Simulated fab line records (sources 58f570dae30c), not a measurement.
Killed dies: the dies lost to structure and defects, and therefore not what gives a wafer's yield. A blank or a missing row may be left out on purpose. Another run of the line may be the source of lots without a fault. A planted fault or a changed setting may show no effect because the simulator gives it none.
The tool behind it: which one? + flow berkeley-cmos170 + 13 lots with 39 wafers sampled at 5 steps, on a route of 331 steps

WHAT THE GAUGES READ, wafer by wafer
UCB170_V2_BOW_MEAS_03.
| lot  | measured     | on            | V2_BOW (um) |
|------|--------------|---------------|-------------|
| L814 | day 8 22:42  | film-metro-03 | 38 41 37    |
| L815 | day 9 06:33  | film-metro-03 | 42 32 42    |
| L816 | day 9 11:42  | film-metro-01 | 50 32 35    |
| L817 | day 9 13:34  | film-metro-03 | 49 42 27    |
| L822 | day 9 20:24  | film-metro-01 | 35 41 41    |
| L821 | day 9 22:34  | film-metro-01 | 34 39 37    |
| L823 | day 10 11:32 | film-metro-01 | 32 26 32    |
| L826 | day 10 21:32 | film-metro-03 | 36 40 47    |
| L828 | day 11 10:53 | film-metro-04 | 42 40 45    |
| L829 | day 11 15:34 | film-metro-01 | 29 33 24    |
| L833 | day 12 16:28 | film-metro-04 | 31 31 28    |
| L836 | day 13 09:25 | film-metro-01 | 38 38 37    |
| L837 | day 14 02:31 | film-metro-03 | 32 32 32    |

UCB170_M3_RS_MEAS_02: measures by four-point-probe.
| lot  | measured     | on            | M3_AL_RS (ohm/sq)                         |
|------|--------------|---------------|-------------------------------------------|
| L814 | day 9 00:38  | film-metro-04 | 0.0326 0.0327 0.0325                      |
| L815 | day 9 08:40  | film-metro-02 | 0.0326 0.0321 0.0321                      |
| L816 | day 9 13:37  | film-metro-02 | 0.0324 0.0319 0.0327                      |
| L817 | day 9 16:14  | film-metro-02 | 0.0326 0.0324 0.0319                      |
| L822 | day 9 22:19  | film-metro-02 | 0.0321 0.0325 0.0321                      |
| L821 | day 10 01:09 | film-metro-03 | 0.0326 0.0326 0.0322                      |
| L823 | day 10 13:34 | film-metro-02 | 0.0318 0.0328 0.0316                      |
| L826 | day 10 23:28 | film-metro-04 | 0.0313 0.0323 0.0313                      |
| L828 | day 11 12:57 | film-metro-02 | 0.0326 0.0327 0.0322                      |
| L829 | day 11 18:48 | film-metro-04 | 0.0324 0.0300 0.0320 0.0324 0.0300 0.0321 |
| L833 | day 12 19:37 | film-metro-04 | 0.0321 0.0319 0.0329                      |
| L836 | day 13 12:10 | film-metro-04 | 0.0325 0.0320 0.0319                      |
| L837 | day 14 05:52 | film-metro-04 | 0.0323 0.0318 0.0321                      |

UCB170_M3_THK_MEAS_03: measures by xrf.
| lot  | measured     | on            | M3_AL_THK (nm)          |
|------|--------------|---------------|-------------------------|
| L814 | day 9 00:45  | film-metro-04 | 874 872 883             |
| L815 | day 9 08:47  | film-metro-02 | 880 893 895             |
| L816 | day 9 13:44  | film-metro-02 | 891 898 879             |
| L817 | day 9 16:21  | film-metro-02 | 884 889 905             |
| L822 | day 9 22:26  | film-metro-02 | 894 884 897             |
| L821 | day 10 01:16 | film-metro-03 | 877 877 890             |
| L823 | day 10 13:41 | film-metro-02 | 902 868 906             |
| L826 | day 10 23:35 | film-metro-04 | 905 878 905             |
| L828 | day 11 13:04 | film-metro-02 | 880 874 891             |
| L829 | day 11 23:14 | film-metro-04 | 882 941 893 879 942 891 |
| L833 | day 12 19:44 | film-metro-04 | 894 897 875             |
| L836 | day 13 12:17 | film-metro-04 | 880 893 892             |
| L837 | day 14 05:59 | film-metro-04 | 883 900 884             |

TOOL THAT RAN EACH LOT (tool first, then ch and the chambers of the sampled wafers, then the start)
| lot  | UCB170_M2_SPUTTER_01         | UCB170_M3_SPUTTER_01         |
|------|------------------------------|------------------------------|
| L814 | pvd-sputter-02, day 8 18:16  | pvd-sputter-04, day 9 00:32  |
| L815 | pvd-sputter-02, day 9 03:24  | pvd-sputter-01, day 9 08:34  |
| L816 | pvd-sputter-02, day 9 07:58  | pvd-sputter-01, day 9 13:32  |
| L817 | pvd-sputter-03, day 9 09:28  | pvd-sputter-02, day 9 16:08  |
| L822 | pvd-sputter-03, day 9 16:46  | pvd-sputter-04, day 9 22:13  |
| L821 | pvd-sputter-03, day 9 19:28  | pvd-sputter-04, day 10 01:04 |
| L823 | pvd-sputter-04, day 10 07:47 | pvd-sputter-02, day 10 13:28 |
| L826 | pvd-sputter-02, day 10 17:55 | pvd-sputter-02, day 10 23:23 |
| L828 | pvd-sputter-02, day 11 07:47 | pvd-sputter-01, day 11 12:51 |
| L829 | pvd-sputter-04, day 11 12:17 | pvd-sputter-04, day 11 18:42 |
| L833 | pvd-sputter-04, day 12 11:21 | pvd-sputter-01, day 12 19:31 |
| L836 | pvd-sputter-02, day 13 06:01 | pvd-sputter-01, day 13 12:05 |
| L837 | pvd-sputter-03, day 13 23:10 | pvd-sputter-04, day 14 05:47 |
- UCB170_M2_SPUTTER_01: material Al, target thk 900 nm, time 120 s.
- UCB170_M3_SPUTTER_01: material Al, target thk 900 nm, time 120 s.

AS READ BY THE TOOLS THEMSELVES (means over the sampled wafers that have a number; for cases with no such wafer, the mark the record gives instead)
UCB170_M2_SPUTTER_01.
| lot  | tool           | chamber-pressure-pa (Pa) | throttle-valve-pct (%) |
|------|----------------|--------------------------|------------------------|
| L814 | pvd-sputter-02 | 0.4993                   | 30.3                   |
| L815 | pvd-sputter-02 | 0.4992                   | 30.5                   |
| L816 | pvd-sputter-02 | 0.4995                   | 30.4                   |
| L817 | pvd-sputter-03 | 0.5008                   | 29.8                   |
| L822 | pvd-sputter-03 | 0.4994                   | 29.9                   |
| L821 | pvd-sputter-03 | 0.5002                   | 30.2                   |
| L823 | pvd-sputter-04 | 0.5002                   | 30.0                   |
| L826 | pvd-sputter-02 | 0.5002                   | 30.6                   |
| L828 | pvd-sputter-02 | 0.5002                   | 30.5                   |
| L829 | pvd-sputter-04 | 0.4999                   | 30.9                   |
| L833 | pvd-sputter-04 | 0.4997                   | 30.2                   |
| L836 | pvd-sputter-02 | 0.5005                   | 31.2                   |
| L837 | pvd-sputter-03 | 0.4980                   | 30.7                   |

UCB170_M3_SPUTTER_01.
| lot  | tool           | chamber-pressure-pa (Pa) | throttle-valve-pct (%) |
|------|----------------|--------------------------|------------------------|
| L814 | pvd-sputter-04 | 0.5005                   | 30.9                   |
| L815 | pvd-sputter-01 | 0.4997                   | 30.8                   |
| L816 | pvd-sputter-01 | 0.4997                   | 30.7                   |
| L817 | pvd-sputter-02 | 0.4998                   | 30.3                   |
| L822 | pvd-sputter-04 | 0.4994                   | 30.0                   |
| L821 | pvd-sputter-04 | 0.5001                   | 31.1                   |
| L823 | pvd-sputter-02 | 0.5007                   | 30.6                   |
| L826 | pvd-sputter-02 | 0.5001                   | 30.3                   |
| L828 | pvd-sputter-01 | 0.4990                   | 30.1                   |
| L829 | pvd-sputter-04 | 0.4675                   | 32.0                   |
| L833 | pvd-sputter-01 | 0.5004                   | 30.4                   |
| L836 | pvd-sputter-01 | 0.4998                   | 30.5                   |
| L837 | pvd-sputter-04 | 0.4994                   | 31.7                   |

THE ANSWER, worked out from the rows above alone
Rule: the usual values come from the lots themselves. The widest of any qualifying gaps counts: lots, ordered by their means at a reading, are off when they make up no more than a third of the lots, leave a main group of 4 or more, and stand apart from it by 3 or more times the standard deviation of that group's means. The tables above print the reading to a certain number of digits; a main group whose means all agree to those digits is not used. A lot without any number at a reading at which 4 lots or more have one is off too. Any other lot the step has rows for is counted as sound. First the gauges in route order, then the tools' own readings, where a lot's mean is used as printed above. The first step at which some lot is off is used, and at that step the reading that is off furthest; a lot without a number counts as furthest.
Off, at UCB170_M3_SPUTTER_01 on chamber-pressure-pa: L829. Main group: mean 0.4999 Pa, sd 0.00048.
If a tool, at that step or one of the process steps before it, ran each lot that is off and ran no sound lot following the first of them, it fits. No candidate that was tried fits.

WHAT THE SIMULATOR HAD PUT IN
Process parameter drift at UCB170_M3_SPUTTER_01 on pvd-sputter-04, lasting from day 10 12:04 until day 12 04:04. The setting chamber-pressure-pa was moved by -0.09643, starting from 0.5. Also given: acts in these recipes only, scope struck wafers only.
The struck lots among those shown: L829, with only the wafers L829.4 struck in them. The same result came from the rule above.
